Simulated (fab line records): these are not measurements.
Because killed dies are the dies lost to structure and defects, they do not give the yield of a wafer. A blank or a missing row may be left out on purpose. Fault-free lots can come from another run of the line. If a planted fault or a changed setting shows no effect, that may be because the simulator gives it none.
Comparing a struck lot with a sound one + flow ritCmos + 34 steps out of a route of 202
Sound: the wafers L353.3, L353.4, L353.5. Struck: wafers L356.2, L356.5, L356.6. Last of all comes the cause.
Order at every step that has rows: each side's tool, ch and its chambers, its first start. Under that, the readings that differ: sound wafers + struck wafers + difference of the means + sigmas: that difference in standard deviations of wafers without a fault.
alike: same words and numbers on both sides, and readings whose means sit less than 2 such deviations apart. not compared: any withheld reading, any reading some wafer has no value for, any bound like >300 that may hide the same value, and any number with overlapping values for which the record gives no deviation.
A row with sigmas, a row that says differs or no value, or rows on one side alone: a step with any of these is where the two part. Non-overlapping numbers with no deviation appear without sigmas and do not part them. A reading missing from all wafers of one side parts the sides only when that side holds two or more wafers.

first, 2 steps without rows for these wafers: RIT_SPACER_CLEAN_02 (cleans in SC2, time 600 s); RIT_SPACER_CVD_03 (deposits Si3N4 from SiH2Cl2/NH3, target thk 250 nm, time 3300 s).
RIT_SPACER_THK_MEAS_04:
  sound: filmMetro-03 at day 3 07:22; struck: filmMetro-03 at day 3 17:40
  alike: SPACER_NITRIDE_THK
RIT_SPACER_ETCHBACK_05: etches Si3N4 in SF6/CHF3, stops on SiO2, target depth 250 nm, time 240 s.
  sound on rieDiel-01 ch 0,2, day 3 07:25; struck on rieDiel-01 ch 0,3, day 3 17:43
  alike: chamberPressureMTorr, drypumpMotorCurrentA, oesProductAu, throttleValvePct
  not compared: rfHoursCounterH
then, 6 steps without rows for these wafers: RIT_NSD_HMDS_00 (prime time 60 s); RIT_NSD_COAT_01 (resist thk 1000 nm); RIT_NSD_SOFTBAKE_02 (time 60 s); RIT_NSD_EXPOSE_03 (exposes mask M9, target cd 40700 nm); RIT_NSD_PEB_04; RIT_NSD_DEVELOP_05 (develop time 50 s).
RIT_NSD_OVL_MEAS_06:
  sound: overlay-01 at day 3 08:25; struck: overlay-02 at day 3 18:53
  alike: NSD_OVL
then, 1 step without rows for these wafers: RIT_NSD_HARDBAKE_07 (time 60 s).
RIT_NSD_IMPLANT_08:
  sound on implanter-01 ch 0, day 3 08:38; struck on implanter-01 ch 0, day 3 19:06
| reading     | sound                          | struck                        | difference | sigmas |
|-------------|--------------------------------|-------------------------------|------------|--------|
| doseIonsCm2 | 9.992e+14 1.0009e+15 9.999e+14 | 9.752e+14 9.751e+14 9.761e+14 | -2.453e+13 | -26    |
  alike: faradayCurrentUA
RIT_NSD_STRIP_09: strips in O2, time 180 s.
  sound on plasmaAsher-01 ch 0,1, day 3 08:48; struck on plasmaAsher-01 ch 0,1, day 3 19:13
  alike: chamberPressureMTorr, drypumpMotorCurrentA, rfReflPowerW
  not compared: rfHoursCounterH
RIT_NSD_TW_MEAS_10:
  sound: filmMetro-01 at day 3 08:56; struck: filmMetro-04 at day 3 19:25
| reading | sound          | struck         | difference | sigmas |
|---------|----------------|----------------|------------|--------|
| NSD_TW  | 3138 3122 3129 | 3095 3097 3105 | -31        | -2     |
then, 6 steps without rows for these wafers: RIT_PSD_HMDS_00 (prime time 60 s); RIT_PSD_COAT_01 (resist thk 1000 nm); RIT_PSD_SOFTBAKE_02 (time 60 s); RIT_PSD_EXPOSE_03 (exposes mask M10, target cd 40900 nm); RIT_PSD_PEB_04; RIT_PSD_DEVELOP_05 (develop time 50 s).
RIT_PSD_OVL_MEAS_06:
  sound: overlay-01 at day 3 09:50; struck: overlay-02 at day 3 20:26
  alike: PSD_OVL
then, 2 steps without rows for these wafers: RIT_PSD_HARDBAKE_07 (time 60 s); RIT_PSD_IMPLANT_08.
RIT_PSD_STRIP_09: strips in O2, time 180 s.
  sound on plasmaAsher-03 ch 0,1, day 3 10:13; struck on plasmaAsher-02 ch 0,1, day 3 20:46
  alike: chamberPressureMTorr, drypumpMotorCurrentA, rfReflPowerW
  not compared: rfHoursCounterH
RIT_PSD_TW_MEAS_10:
  sound: filmMetro-04 at day 3 10:22; struck: filmMetro-04 at day 3 20:57
  alike: PSD_TW
then, 3 steps without rows for these wafers: RIT_SDANNEAL_CLEAN_00 (cleans in SC1, time 600 s); RIT_SDANNEAL_CLEAN_01 (cleans in dHF, time 31.36 s); RIT_SDANNEAL_CLEAN_02 (cleans in SC2, time 600 s).
RIT_SDANNEAL_RTA_03: time 5 s.
  sound on rtpAnneal-02 ch 0, day 3 10:48; struck on rtpAnneal-01 ch 0, day 3 21:23
  alike: wafer_temp_C_max
RIT_SDANNEAL_RS_MEAS_04: a four-point-probe measurement.
  sound: filmMetro-04 at day 3 10:53; struck: filmMetro-03 at day 3 21:27
  alike: PSD_RS
RIT_SDANNEAL_RS_MEAS_05: a four-point-probe measurement.
  sound: filmMetro-04 at day 3 11:00; struck: filmMetro-03 at day 3 21:34
| reading         | sound             | struck            | difference | sigmas |
|-----------------|-------------------|-------------------|------------|--------|
| NSD_RS (ohm/sq) | 84.61 84.63 84.89 | 86.09 86.45 86.45 | +1.62      | +5     |
RIT_SDANNEAL_RS_MEAS_06: a four-point-probe measurement.
  sound: filmMetro-04 at day 3 11:07; struck: filmMetro-03 at day 3 21:41
  alike: PLDD_RS
RIT_M1_PROBE_99:
  sound: prober-01 at day 3 18:18; struck: prober-01 at day 4 04:50
| reading                           | sound             | struck           | difference | sigmas |
|-----------------------------------|-------------------|------------------|------------|--------|
| model.etest.contactNplus.endOhmUm | 42.61 42.93 42.23 | 43.9 45.23 43.84 | +1.7       |        |
  alike: killedAtContacts, killedAtFrontEnd, killedDies, killedOpen, killedShort

WHERE THEY PART
Earliest at RIT_NSD_IMPLANT_08; latest, in this record, at RIT_SDANNEAL_RS_MEAS_05. Later steps at which nothing parts them and some readings are alike: RIT_SDANNEAL_RS_MEAS_06, RIT_M1_PROBE_99.

WHY: what the simulator had put in
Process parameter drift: implanter-01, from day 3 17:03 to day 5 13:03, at RIT_NSD_IMPLANT_08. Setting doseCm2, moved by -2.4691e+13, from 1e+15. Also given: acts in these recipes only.
